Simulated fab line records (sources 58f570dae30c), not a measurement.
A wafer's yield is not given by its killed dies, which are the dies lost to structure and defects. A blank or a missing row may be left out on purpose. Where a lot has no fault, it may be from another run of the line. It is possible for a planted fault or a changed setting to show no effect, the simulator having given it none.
Comparing a struck lot with a sound one -- flow berkeley cmos170 -- 14 steps out of a route of 331
Sound: the wafers L988.4, L988.5, L988.6. Struck: wafers L998.1, L998.3, L998.5. The cause is named last.
At each step with rows: each side's tool, then ch and its chambers, then its first start. Under that, the readings that differ: sound wafers -- struck wafers -- difference of the means -- sigmas: that difference in standard deviations of wafers without a fault.
alike: readings whose means differ by less than 2 such deviations, and words and numbers that are the same on both sides. not compared: withheld readings, readings that some wafer has no value for, bounds like >300 that may hide the same value, and numbers for which the record gives no deviation and whose values overlap.
The two part at a step that has a row with sigmas, a row that says differs or no value, or rows on one side only. When numbers do not overlap yet have no deviation, they are printed without sigmas and do not part them. A reading missing from all wafers of one side parts the sides only when that side holds two or more wafers.

UCB170_CONTACT_STRIP_06: strips in O2.
  sound on plasma asher-01 ch 0,1, day 8 02:42; struck on plasma asher-01 ch 0,1, day 10 05:13
  alike: drypump motor current A, oes product au, strip time to endpoint s
  not compared: rf hours counter h
then, 1 step without rows for these wafers: UCB170_CONTACT_CLEAN_07 (cleans in SPM, time 600 s).
UCB170_CONTACT_RTA_08: time 10 s.
  sound on rtp anneal-02 ch 0, day 8 02:59; struck on rtp anneal-01 ch 0, day 10 05:31
reading,sound,struck,difference,sigmas
lamp power pct (%),25.1 25.1 25.0,22.7 22.8 22.7,-2.3,-2
  alike: anneal temp c max, wafer_temp_C_max
then, 6 steps without rows for these wafers: UCB170_CONTACT_COAT_09; UCB170_CONTACT_COAT_10 (resist thk 900 nm); UCB170_CONTACT_SOFTBAKE_11 (time 60 s); UCB170_CONTACT_EXPOSE_12 (exposes mask CONT, target cd 700 nm); UCB170_CONTACT_PEB_13; UCB170_CONTACT_DEVELOP_14 (develop time 45 s).
UCB170_CONTACT_CD_MEAS_15 targets a cd of 700 nm.
  sound on cd sem-01 at day 8 04:22; struck on cd sem-01 at day 10 07:57
reading,sound,struck,difference,sigmas
cd nm (nm),704.5 703.9 703.6,698.3 698.3 699.5,-5.3,-4
UCB170_CONTACT_OVL_MEAS_16:
  sound on overlay-02 at day 8 04:26; struck on overlay-01 at day 10 08:04
  alike: CONTACT_OVL
UCB170_CONTACT_ETCH_17: etches BARC in N2/H2.
  sound on rie diel-02 ch 1,2,3, day 8 04:27; struck on rie diel-04 ch 1,2,3, day 10 08:06
  alike: drypump motor current A, oes product au, throttle valve pct
UCB170_CONTACT_ETCH_18: etches PSG in CHF3/CF4/Ar, stops on TiSi2, target depth 840 nm, time 195 s.
  sound on rie diel-02 ch 1,2,3, day 8 04:00; struck on rie diel-04 ch 1,2,3, day 10 08:00
reading,sound,struck,difference,sigmas
oes product au (a.u.),0.892 0.889 0.897,0.862 0.881 0.878,-0.019,-2
model.KrF_of_CONTACT_COAT_10.thk nm (nm),690.5 691.1 685.7,735.9 732.5 728.7,+43.3,
model.etch.depth nm (nm),704.5 701.3 703,653.6 672.6 682.5,-33.4,
model.CONTACT.feature depth nm (nm),704.5 701.3 703,653.6 672.6 682.5,-33.4,
  alike: drypump motor current A, throttle valve pct
  not compared: rf hours counter h
UCB170_CONTACT_STRIP_19: strips in O2.
  sound on plasma asher-01 ch 0,1, day 8 04:39; struck on plasma asher-02 ch 0,1, day 10 08:16
  alike: drypump motor current A, oes product au
  not compared: rf hours counter h

== WHERE THEY PART ==
Last at UCB170_CONTACT_ETCH_18 as far as this record goes, first at UCB170_CONTACT_RTA_08. Later steps at which nothing parts them and some readings are alike: UCB170_CONTACT_STRIP_19.

WHY: what the simulator had put in
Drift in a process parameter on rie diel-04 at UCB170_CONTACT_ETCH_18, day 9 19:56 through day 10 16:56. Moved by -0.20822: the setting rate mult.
